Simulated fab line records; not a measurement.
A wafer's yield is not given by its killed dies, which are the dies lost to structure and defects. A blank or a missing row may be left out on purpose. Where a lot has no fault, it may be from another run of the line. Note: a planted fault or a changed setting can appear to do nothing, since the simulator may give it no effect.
One fault through the eyes of 2 desks :: flow berkeley-cmos170 :: each desk holds nothing but its own numbers, with what lay behind them at the end

FROM THE METROLOGY DESK
What the gauges read, lot by lot, whatever tool the lot ran on: means of the sampled wafers that have a number. Any lot whose mean is over 4 standard deviations away from the usual mean is out of limits and marked OUT; that distance is given in the brackets.
Columns: A = PSD_RS at UCB170_SDANNEAL_RS_MEAS_02, usual 75.59 ohm/sq; B = cd-nm at UCB170_V2_CD_MEAS_90, usual 699.6 nm; C = M3_AL_RS at UCB170_M3_RS_MEAS_02, usual 0.0323 ohm/sq; D = M3_AL_THK at UCB170_M3_THK_MEAS_03, usual 875 nm
lot: L702
first seen here: day 7 13:56
A: 75.54
B: 698.3
C: 0.0322
D: 877

lot: L701
first seen here: day 7 15:02
A: 75.87
B: 699.8
C: 0.0323
D: 879

lot: L705
first seen here: day 7 20:15
A: 75.65
B: 698.7
C: 0.0325
D: 872

lot: L704
first seen here: day 7 20:17
A: 75.43
B: 699.8
C: 0.0325
D: 868

lot: L707
first seen here: day 8 05:34
A: 75.81
B: 699.7
C: 0.0320
D: 875

lot: L709
first seen here: day 8 05:45
A: 75.54
B: 698.7
C: 0.0323
D: 870

lot: L708
first seen here: day 8 06:01
A: 75.56
B: 700.3
C: 0.0324
D: 872

lot: L711
first seen here: day 9 02:37
A: 75.69
B: 698.3
C: 0.0320
D: 885

lot: L710
first seen here: day 9 02:55
A: 75.73
B: 697.8
C: 0.0316
D: 889

lot: L712
first seen here: day 9 09:42
A: 75.59
B: 700.1
C: 0.0318
D: 883

lot: L718
first seen here: day 10 15:29
A: 75.43
B: 697.5
C: 0.0374 (+17) OUT
D: 775 (-12) OUT

lot: L721
first seen here: day 11 06:59
A: 75.13
B: 700.9
C: 0.0369 (+15) OUT
D: 783 (-12) OUT

lot: L722
first seen here: day 11 16:28
A: 75.92
B: 699.2
C: 0.0323
D: 872

lot: L723
first seen here: day 11 21:03
A: 75.72
B: 697.3
C: 0.0321
D: 883
This desk's finding: out of limits on L718, L721; first on L718, day 11 11:47 (M3_AL_RS at UCB170_M3_RS_MEAS_02). Within limits: L702, L701, L705, L704, L707, L709, L708, L711, L710, L712, L722, L723.

TOOL OWNER'S DESK, pvd-sputter-04
The tool's own readings at UCB170_M3_SPUTTER_01 (material Al, target thk 900 nm, time 120 s): means of the sampled wafers that have a number, for each lot that ran on this tool. Any lot whose mean is over 4 standard deviations away from the usual mean is out of limits and marked OUT; that distance is given in the brackets.
Columns: A = throttle-valve-pct at UCB170_M3_SPUTTER_01, usual 30.1 %
lot: L702
first seen here: day 8 11:45
A: 30.1

lot: L701
first seen here: day 8 15:23
A: 29.5

lot: L707
first seen here: day 9 04:30
A: 30.6

lot: L711
first seen here: day 9 22:49
A: 30.2

lot: L718
first seen here: day 11 11:41
A: 29.9

lot: L721
first seen here: day 12 04:14
A: 29.3
This desk found nothing out of limits on any of the 6 lots.

BROUGHT TOGETHER
On L718, L721, the metrology desk was in a position to raise an alarm at day 11 11:47.
The tool owner's desk saw nothing out of limits.
On record at the tool owner's desk: L718, L721, within its limits.
On pvd-sputter-04, each named lot ran UCB170_M3_SPUTTER_01.

WHAT HAD BEEN PUT IN BY THE SIMULATOR
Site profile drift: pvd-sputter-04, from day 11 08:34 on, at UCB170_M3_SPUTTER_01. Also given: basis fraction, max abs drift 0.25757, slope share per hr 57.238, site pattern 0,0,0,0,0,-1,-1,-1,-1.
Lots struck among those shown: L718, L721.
Hours from the fault's start to each desk's first reading out of limits: the metrology desk, 3.
